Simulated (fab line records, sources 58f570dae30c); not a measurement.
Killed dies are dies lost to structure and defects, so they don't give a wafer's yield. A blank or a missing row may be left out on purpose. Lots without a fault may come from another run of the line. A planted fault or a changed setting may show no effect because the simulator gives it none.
Which tool did it? | flow berkeley_cmos170 | 14 lots, 42 wafers sampled, at 5 steps of a route of 331

WHAT THE GAUGES READ, wafer by wafer
UCB170_PWELL_THK_MEAS_03. Usual: PWELL_OXIDE_THK 26.4 nm, standard deviation 0.48.
lot  | measured    | on            | PWELL_OXIDE_THK (nm) | flag
L813 | day 3 02:44 | film_metro-02 | 25.9 25.8 25.7       |
L815 | day 3 13:29 | film_metro-01 | 26.6 27.0 26.1       |
L814 | day 3 13:29 | film_metro-03 | 26.4 26.4 26.0       |
L816 | day 3 23:39 | film_metro-02 | 26.2 26.1 25.6       |
L820 | day 5 00:18 | film_metro-02 | 26.3 25.9 26.0       |
L823 | day 5 09:23 | film_metro-01 | 25.4 25.5 25.6       |
L822 | day 5 09:23 | film_metro-03 | 26.4 26.4 26.3       |
L824 | day 5 09:26 | film_metro-03 | 25.7 25.4 25.6       |
L826 | day 5 16:18 | film_metro-01 | 26.9 27.1 26.9       |
L831 | day 6 13:44 | film_metro-03 | 27.0 27.0 26.8       |
L830 | day 6 13:44 | film_metro-02 | 26.6 26.0 26.2       |
L833 | day 6 21:15 | film_metro-03 | 26.0 26.5 26.2       |
L835 | day 7 09:22 | film_metro-01 | 27.3 27.0 26.8       |
L836 | day 7 18:47 | film_metro-02 | 26.4 26.5 26.4       |

UCB170_PWELL_OVL_MEAS_13. Usual: PWELL_OVL 2 nm, standard deviation 6.2.
lot  | measured    | on         | PWELL_OVL (nm) | flag
L813 | day 3 12:51 | overlay-01 | 11 4 5         |
L815 | day 4 06:14 | overlay-01 | 3 2 10         |
L814 | day 4 06:29 | overlay-02 | -2 -7 -6       |
L816 | day 4 12:51 | overlay-02 | 3 1 2          |
L820 | day 5 11:52 | overlay-01 | -10 -2 -8      |
L823 | day 5 22:01 | overlay-02 | -8 -7 -7       |
L822 | day 5 21:53 | overlay-01 | 2 0 -1         |
L824 | day 5 22:17 | overlay-01 | 4 7 7          |
L826 | day 6 02:01 | overlay-02 | 0 6 3          |
L831 | day 6 23:58 | overlay-01 | 16 13 3        |
L830 | day 6 23:55 | overlay-01 | 2 -4 -1        |
L833 | day 7 07:55 | overlay-01 | 4 13 11        |
L835 | day 7 17:28 | overlay-02 | -2 1 0         |
L836 | day 8 03:55 | overlay-01 | 12 2 14        |

WHICH TOOL RAN EACH LOT (tool, then ch and the chambers of the sampled wafers, then the start)
lot  | UCB170_NWELL_COAT_07             | UCB170_NWELL_ETCH_13              | UCB170_NWELL_STRIP_15
L813 | litho_track-01 ch 0, day 2 15:16 | rie_diel-04 ch 0,1,3, day 2 16:21 | plasma_asher-02 ch 0,1, day 2 16:38
L815 | litho_track-04 ch 0, day 2 21:40 | rie_diel-04 ch 1,3, day 2 22:45   | plasma_asher-04 ch 0,1, day 2 23:01
L814 | litho_track-03 ch 0, day 2 21:43 | rie_diel-01 ch 1,2,3, day 2 22:59 | plasma_asher-02 ch 0,1, day 2 23:14
L816 | litho_track-01 ch 0, day 3 06:26 | rie_diel-01 ch 0,1,2, day 3 07:46 | plasma_asher-04 ch 0,1, day 3 08:01
L820 | litho_track-04 ch 0, day 4 11:20 | rie_diel-04 ch 1,2, day 4 12:37   | plasma_asher-02 ch 0,1, day 4 12:54
L823 | litho_track-04 ch 0, day 4 18:48 | rie_diel-02 ch 0,1,3, day 4 20:16 | plasma_asher-04 ch 0,1, day 4 20:31
L822 | litho_track-03 ch 0, day 4 19:16 | rie_diel-04 ch 0,2,3, day 4 20:59 | plasma_asher-03 ch 0,1, day 4 21:14
L824 | litho_track-04 ch 0, day 4 23:15 | rie_diel-04 ch 0,1,3, day 5 00:26 | plasma_asher-03 ch 0,1, day 5 00:41
L826 | litho_track-03 ch 0, day 5 08:04 | rie_diel-01 ch 0,1,3, day 5 09:11 | plasma_asher-02 ch 0,1, day 5 09:26
L831 | litho_track-03 ch 0, day 5 22:08 | rie_diel-02 ch 1,3, day 6 00:07   | plasma_asher-04 ch 0,1, day 6 00:22
L830 | litho_track-01 ch 0, day 5 22:09 | rie_diel-04 ch 0,2,3, day 6 00:22 | plasma_asher-02 ch 0,1, day 6 00:37
L833 | litho_track-03 ch 0, day 6 09:35 | rie_diel-04 ch 1,2,3, day 6 10:20 | plasma_asher-04 ch 0,1, day 6 10:35
L835 | litho_track-01 ch 0, day 6 20:53 | rie_diel-01 ch 0,1,3, day 6 22:14 | plasma_asher-02 ch 0,1, day 6 22:29
L836 | litho_track-04 ch 0, day 7 07:02 | rie_diel-01 ch 1,3, day 7 08:50   | plasma_asher-02 ch 0,1, day 7 09:05
- UCB170_NWELL_COAT_07: resist thk 900 nm.
- UCB170_NWELL_ETCH_13: etches Si3N4 in CH3F/Ar/O2, stops on SiO2, target depth 246.4 nm, time 154 s.
- UCB170_NWELL_STRIP_15: strips in O2.

WHAT THE TOOLS THEMSELVES READ (means of the sampled wafers that have a number; where no wafer has one, the mark that the record gives instead)
UCB170_NWELL_ETCH_13. Usual: drypump_motor_current_A 5.5 A, standard deviation 0.46; oes_product_au 0.942 a.u., standard deviation 0.02; throttle_valve_pct 8.06 %, standard deviation 0.06.
lot  | tool        | drypump_motor_current_A (A) | oes_product_au (a.u.) | throttle_valve_pct (%) | flag
L813 | rie_diel-04 | 5.3                         | 0.937                 | 8.02                   |
L815 | rie_diel-04 | 5.3                         | 0.948                 | 8.03                   |
L814 | rie_diel-01 | 5.3                         | 0.947                 | 8.08                   |
L816 | rie_diel-01 | 5.7                         | 0.977                 | 8.10                   |
L820 | rie_diel-04 | 5.9                         | 0.949                 | 8.03                   |
L823 | rie_diel-02 | 5.9                         | 0.935                 | 8.07                   |
L822 | rie_diel-04 | 5.5                         | 0.930                 | 8.06                   |
L824 | rie_diel-04 | 5.3                         | 0.939                 | 8.02                   |
L826 | rie_diel-01 | 5.4                         | 0.934                 | 8.10                   |
L831 | rie_diel-02 | 6.0                         | 0.948                 | 8.15                   |
L830 | rie_diel-04 | 5.5                         | 0.944                 | 8.04                   |
L833 | rie_diel-04 | 5.6                         | 0.935                 | 8.03                   |
L835 | rie_diel-01 | 5.4                         | 0.945                 | 8.11                   |
L836 | rie_diel-01 | 5.0                         | 0.915                 | 8.08                   |

UCB170_NWELL_STRIP_15. Usual: drypump_motor_current_A 5.9 A, standard deviation 0.37; oes_product_au 0.721 a.u., standard deviation 0.0045; strip_time_to_endpoint_s 18.02 s, standard deviation 0.13.
lot  | tool            | drypump_motor_current_A (A) | oes_product_au (a.u.) | strip_time_to_endpoint_s (s) | flag
L813 | plasma_asher-02 | 6.1                         | 0.722                 | 18.22                        |
L815 | plasma_asher-04 | 6.1                         | 0.721                 | 18.05                        |
L814 | plasma_asher-02 | 6.1                         | 0.724                 | 18.02                        |
L816 | plasma_asher-04 | 6.1                         | 0.721                 | 18.01                        |
L820 | plasma_asher-02 | 6.1                         | 0.725                 | 18.09                        |
L823 | plasma_asher-04 | 5.9                         | 0.724                 | 17.94                        |
L822 | plasma_asher-03 | 5.8                         | 0.721                 | 18.07                        |
L824 | plasma_asher-03 | 5.8                         | 0.716                 | 17.89                        |
L826 | plasma_asher-02 | 5.8                         | 0.727                 | 17.94                        |
L831 | plasma_asher-04 | 6.1                         | 0.245                 | 0.70                         | OFF
L830 | plasma_asher-02 | 6.1                         | 0.719                 | 17.97                        |
L833 | plasma_asher-04 | 5.9                         | 0.242                 | 0.29                         | OFF
L835 | plasma_asher-02 | 5.8                         | 0.721                 | 17.98                        |
L836 | plasma_asher-02 | 6.1                         | 0.722                 | 17.92                        |

THE ANSWER, worked out from the rows above alone
Rule: a lot is off if the mean of its wafers that have a number lies more than 3 standard deviations from the usual mean. A lot without any number at a reading at which 4 lots or more have one is off too. The other lots that the step has rows for count as sound. The gauges are gone through in route order, then the tools' own readings, and for those a lot's mean is taken as printed above. The first step at which some lot is off is used, and at that step the reading that is off furthest; a lot without a number counts as furthest.
Off: L831, L833, at UCB170_NWELL_STRIP_15 (strip_time_to_endpoint_s).
A tool fits if, at that step or a process step before it, it ran every lot that is off, and no sound lot after the first of them. Can't be told from this: 2 tools fit, litho_track-03 at UCB170_NWELL_COAT_07, plasma_asher-04 at UCB170_NWELL_STRIP_15.

WHAT THE SIMULATOR HAD PUT IN
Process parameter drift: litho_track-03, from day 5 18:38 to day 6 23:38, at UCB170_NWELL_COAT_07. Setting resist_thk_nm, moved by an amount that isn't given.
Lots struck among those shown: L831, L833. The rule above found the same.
